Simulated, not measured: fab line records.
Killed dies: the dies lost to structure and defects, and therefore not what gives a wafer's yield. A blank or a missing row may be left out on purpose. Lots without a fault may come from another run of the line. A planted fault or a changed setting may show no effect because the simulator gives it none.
Check of tool commonality || flow ritCmos || Sampled: 13 lots, 39 wafers

== WHY IT WAS OPENED ==
RIT_SPACER_THK_MEAS_04, reading SPACER_NITRIDE_THK: flagged on 2 of 13 lots. No-fault wafers: 245.2 nm, standard deviation 1.8.
Rule: a lot is flagged in two cases, either no wafer of it has a number, or all its wafers with numbers fall more than 4 standard deviations from that mean. The other lots count as sound.

{"lot": "L805", "measured": "day 2 22:49", "on": "filmMetro-02", "SPACER_NITRIDE_THK (nm), wafer by wafer": "244.3 243.7 244.1", "flag": ""}
{"lot": "L806", "measured": "day 3 07:47", "on": "filmMetro-02", "SPACER_NITRIDE_THK (nm), wafer by wafer": "243.8 245.2 244.1", "flag": ""}
{"lot": "L807", "measured": "day 3 12:28", "on": "filmMetro-01", "SPACER_NITRIDE_THK (nm), wafer by wafer": "246.0 246.0 246.4", "flag": ""}
{"lot": "L811", "measured": "day 4 08:22", "on": "filmMetro-01", "SPACER_NITRIDE_THK (nm), wafer by wafer": "245.2 245.0 243.8", "flag": ""}
{"lot": "L813", "measured": "day 4 15:15", "on": "filmMetro-02", "SPACER_NITRIDE_THK (nm), wafer by wafer": "244.4 246.7 247.0", "flag": ""}
{"lot": "L815", "measured": "day 5 01:01", "on": "filmMetro-01", "SPACER_NITRIDE_THK (nm), wafer by wafer": "216.4 215.5 215.0", "flag": "FLAGGED"}
{"lot": "L817", "measured": "day 5 10:34", "on": "filmMetro-04", "SPACER_NITRIDE_THK (nm), wafer by wafer": "219.7 219.6 220.7", "flag": "FLAGGED"}
{"lot": "L818", "measured": "day 5 16:11", "on": "filmMetro-04", "SPACER_NITRIDE_THK (nm), wafer by wafer": "241.8 242.0 241.0", "flag": ""}
{"lot": "L819", "measured": "day 5 21:07", "on": "filmMetro-04", "SPACER_NITRIDE_THK (nm), wafer by wafer": "244.6 242.6 242.8", "flag": ""}
{"lot": "L821", "measured": "day 6 07:26", "on": "filmMetro-02", "SPACER_NITRIDE_THK (nm), wafer by wafer": "248.0 243.9 247.2", "flag": ""}
{"lot": "L822", "measured": "day 6 10:50", "on": "filmMetro-02", "SPACER_NITRIDE_THK (nm), wafer by wafer": "243.8 241.7 244.5", "flag": ""}
{"lot": "L825", "measured": "day 7 02:53", "on": "filmMetro-01", "SPACER_NITRIDE_THK (nm), wafer by wafer": "245.7 245.4 243.2", "flag": ""}
{"lot": "L828", "measured": "day 7 17:34", "on": "filmMetro-01", "SPACER_NITRIDE_THK (nm), wafer by wafer": "246.3 243.7 243.1", "flag": ""}
The numbers of the flagged lots are 217.8 nm on average: -27.4 nm against the usual, or -15 standard deviations.

== EACH LOT AND THE TOOL IT RAN ON ==
The record holds 1 process step before the reading, out of a route of 202 steps. Each cell gives the tool, then ch followed by the chambers the sampled wafers passed through, then the start.
{"lot": "L805", "flag": "", "RIT_SPACER_CVD_03": "lpcvd-02 ch 0, day 2 20:53"}
{"lot": "L806", "flag": "", "RIT_SPACER_CVD_03": "lpcvd-01 ch 0, day 3 05:52"}
{"lot": "L807", "flag": "", "RIT_SPACER_CVD_03": "lpcvd-01 ch 0, day 3 10:32"}
{"lot": "L811", "flag": "", "RIT_SPACER_CVD_03": "lpcvd-01 ch 0, day 4 06:27"}
{"lot": "L813", "flag": "", "RIT_SPACER_CVD_03": "lpcvd-02 ch 0, day 4 13:20"}
{"lot": "L815", "flag": "FLAGGED", "RIT_SPACER_CVD_03": "lpcvd-02 ch 1, day 4 23:05"}
{"lot": "L817", "flag": "FLAGGED", "RIT_SPACER_CVD_03": "lpcvd-02 ch 0, day 5 08:39"}
{"lot": "L818", "flag": "", "RIT_SPACER_CVD_03": "lpcvd-01 ch 0, day 5 13:17"}
{"lot": "L819", "flag": "", "RIT_SPACER_CVD_03": "lpcvd-01 ch 1, day 5 18:14"}
{"lot": "L821", "flag": "", "RIT_SPACER_CVD_03": "lpcvd-01 ch 0, day 6 05:32"}
{"lot": "L822", "flag": "", "RIT_SPACER_CVD_03": "lpcvd-01 ch 0, day 6 08:55"}
{"lot": "L825", "flag": "", "RIT_SPACER_CVD_03": "lpcvd-01 ch 1, day 7 00:56"}
{"lot": "L828", "flag": "", "RIT_SPACER_CVD_03": "lpcvd-01 ch 0, day 7 15:39"}
What the steps here do:
- RIT_SPACER_CVD_03: deposits Si3N4 from SiH2Cl2/NH3, target thk 250 nm, time 3226 s.
- RIT_SPACER_THK_MEAS_04

== FLAGGED AGAINST TOTAL, ONE TOOL AT A TIME (gauges that did the reading follow at the end) ==
{"step": "RIT_SPACER_CVD_03", "tool": "lpcvd-01", "lots run": 9, "flagged": 0, "share of the flagged lots": "none", "sound lots run after its first flagged lot": "-"}
{"step": "RIT_SPACER_CVD_03", "tool": "lpcvd-02", "lots run": 4, "flagged": 2, "share of the flagged lots": "all", "sound lots run after its first flagged lot": 0}
{"step": "RIT_SPACER_THK_MEAS_04", "tool": "filmMetro-01", "lots run": 5, "flagged": 1, "share of the flagged lots": "some", "sound lots run after its first flagged lot": "2 (L825,L828)"}
{"step": "RIT_SPACER_THK_MEAS_04", "tool": "filmMetro-02", "lots run": 5, "flagged": 0, "share of the flagged lots": "none", "sound lots run after its first flagged lot": "-"}
{"step": "RIT_SPACER_THK_MEAS_04", "tool": "filmMetro-04", "lots run": 3, "flagged": 1, "share of the flagged lots": "some", "sound lots run after its first flagged lot": "2 (L818,L819)"}

== WHAT IS ALLOWED BY THE TABLE ==
In the table, 1 row covers all flagged lots: lpcvd-02 at RIT_SPACER_CVD_03.
- lpcvd-02 at RIT_SPACER_CVD_03 ran 4 lots, 2 of them flagged. Its last sound lot is L813 (day 4 13:20), its first flagged lot L815 (day 4 23:05): a fault that began between those two fits.
Just one tool remains: lpcvd-02 at RIT_SPACER_CVD_03.

== WHAT HAD BEEN PUT IN BY THE SIMULATOR ==
Site profile drift: lpcvd-02, from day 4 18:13 on, at RIT_SPACER_CVD_03. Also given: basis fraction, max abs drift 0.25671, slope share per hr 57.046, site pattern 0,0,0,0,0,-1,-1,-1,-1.
Shown lots that were struck: L815, L817. The rule given above showed the same thing.
